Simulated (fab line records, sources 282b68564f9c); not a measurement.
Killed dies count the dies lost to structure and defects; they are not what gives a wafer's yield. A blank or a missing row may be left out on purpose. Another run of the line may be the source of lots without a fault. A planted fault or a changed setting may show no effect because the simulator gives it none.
Which tool is to blame? -- flow rit-cmos -- 45 wafers from 15 lots sampled at 2 of the route's 202 steps

== WHAT THE GAUGES SHOWED, per wafer ==
Not one reading of a measure or inspect step in the record can be checked against a usual standard deviation.

== WHICH TOOL RAN EACH LOT (tool, then ch and the chambers of the sampled wafers, then the start) ==
lot,RIT_M1_HARDBAKE_11,RIT_M1_PROBE_99
L340,"litho-track-03 ch 0, day 3 13:05","prober-02, day 3 15:36"
L341,"litho-track-01 ch 0, day 3 18:10",-
L342,"litho-track-04 ch 0, day 3 22:29",-
L343,"litho-track-03 ch 0, day 4 07:37",-
L345,"litho-track-01 ch 0, day 4 16:19",-
L347,"litho-track-01 ch 0, day 5 02:55",-
L351,"litho-track-03 ch 0, day 6 00:56",-
L353,"litho-track-04 ch 0, day 6 06:01","prober-01, day 6 08:31"
L355,"litho-track-01 ch 0, day 6 16:38",-
L356,"litho-track-01 ch 0, day 6 21:09",-
L357,"litho-track-01 ch 0, day 7 06:54","prober-01, day 7 09:25"
L358,"litho-track-01 ch 0, day 7 14:40","prober-02, day 7 17:11"
L360,"litho-track-03 ch 0, day 7 21:38",-
L361,"litho-track-04 ch 0, day 8 06:05",-
L362,"litho-track-04 ch 0, day 8 18:11",-
- RIT_M1_HARDBAKE_11: time 120 s.
- RIT_M1_PROBE_99

== WHAT THE TOOLS THEMSELVES READ (means of the sampled wafers that have a number; where no wafer has one, the mark that the record gives instead) ==
RIT_M1_HARDBAKE_11.
lot,tool,heater-power-total-W (W),plate-temp-C (C)
L340,litho-track-03,52.00,140.09
L341,litho-track-01,52.01,139.74
L342,litho-track-04,52.02,140.13
L343,litho-track-03,52.04,139.93
L345,litho-track-01,52.09,139.81
L347,litho-track-01,52.08,140.08
L351,litho-track-03,52.09,139.95
L353,litho-track-04,52.07,140.03
L355,litho-track-01,52.03,139.88
L356,litho-track-01,52.54,141.12
L357,litho-track-01,52.51,140.94
L358,litho-track-01,52.56,140.95
L360,litho-track-03,52.08,140.08
L361,litho-track-04,52.00,140.16
L362,litho-track-04,52.10,139.92

RIT_M1_PROBE_99.
lot,tool,defect-limited-yield (%),killed_at_M0_to_M3,killed-at-contacts,killed-at-front-end,killed-dies,killed-open,killed-short,sort_bin_3_pad_short (%),sort_bin_5_function (%),sort_bin_6_memory (%),sort-n-pass,sort-yield-pct (%)
L340,prober-02,96.3,0.0,0.0,9.7,9.7,3.7,6.0,0.3,2.0,1.4,254.3,96.3
L353,prober-01,98.2,0.0,0.0,4.7,4.7,1.7,3.0,0.1,1.3,0.4,259.3,98.2
L357,prober-01,97.2,0.0,0.0,7.3,7.3,4.3,3.0,0.1,1.9,0.8,256.7,97.2
L358,prober-02,98.1,0.0,0.0,5.0,5.0,2.7,2.3,0.3,1.0,0.6,259.0,98.1

== THE ANSWER, worked out from the rows above alone ==
Rule: the lots themselves supply what counts as usual. Put in order of their means at a reading, lots are off if they are a third of the lots or fewer, leave a main group of 4 or more, and stand apart from it by a gap of 3 or more times the standard deviation of the main group's means; of several such gaps the widest counts. If all means in a main group match to the digits the tables above print for the reading, that group is not used. Also off: a lot with no number at a reading for which 4 or more lots have one. The other lots that the step has rows for count as sound. The gauges are gone through in route order, then the tools' own readings, and for those a lot's mean is taken as printed above. The first step at which some lot is off is used, and at that step the reading that is off furthest; a lot without a number counts as furthest.
Off at RIT_M1_HARDBAKE_11 (heater-power-total-W): L356, L357, L358. The main group: mean 52.05 W, standard deviation 0.036.
If a tool, at that step or one of the process steps before it, ran each lot that is off and ran no sound lot following the first of them, it fits. One fits: litho-track-01 at RIT_M1_HARDBAKE_11. A fault onset in the window from L355 (day 6 16:38, its last sound lot) to L356 (day 6 21:09, its first lot off) fits.
The tool's own readings at RIT_M1_HARDBAKE_11 bear it out: on the lots that are off they differ by more than 5 times the standard deviation of the sound lots' means. heater-power-total-W reads 52.54 W there against 52.05 W on the sound lots; plate-temp-C reads 141.00 C there against 139.98 C on the sound lots.

== WHAT THE SIMULATOR HAD INSERTED ==
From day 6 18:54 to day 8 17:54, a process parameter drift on litho-track-01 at RIT_M1_HARDBAKE_11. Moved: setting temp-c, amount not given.
Shown lots that were struck: L356, L357, L358. The rule above found the same.
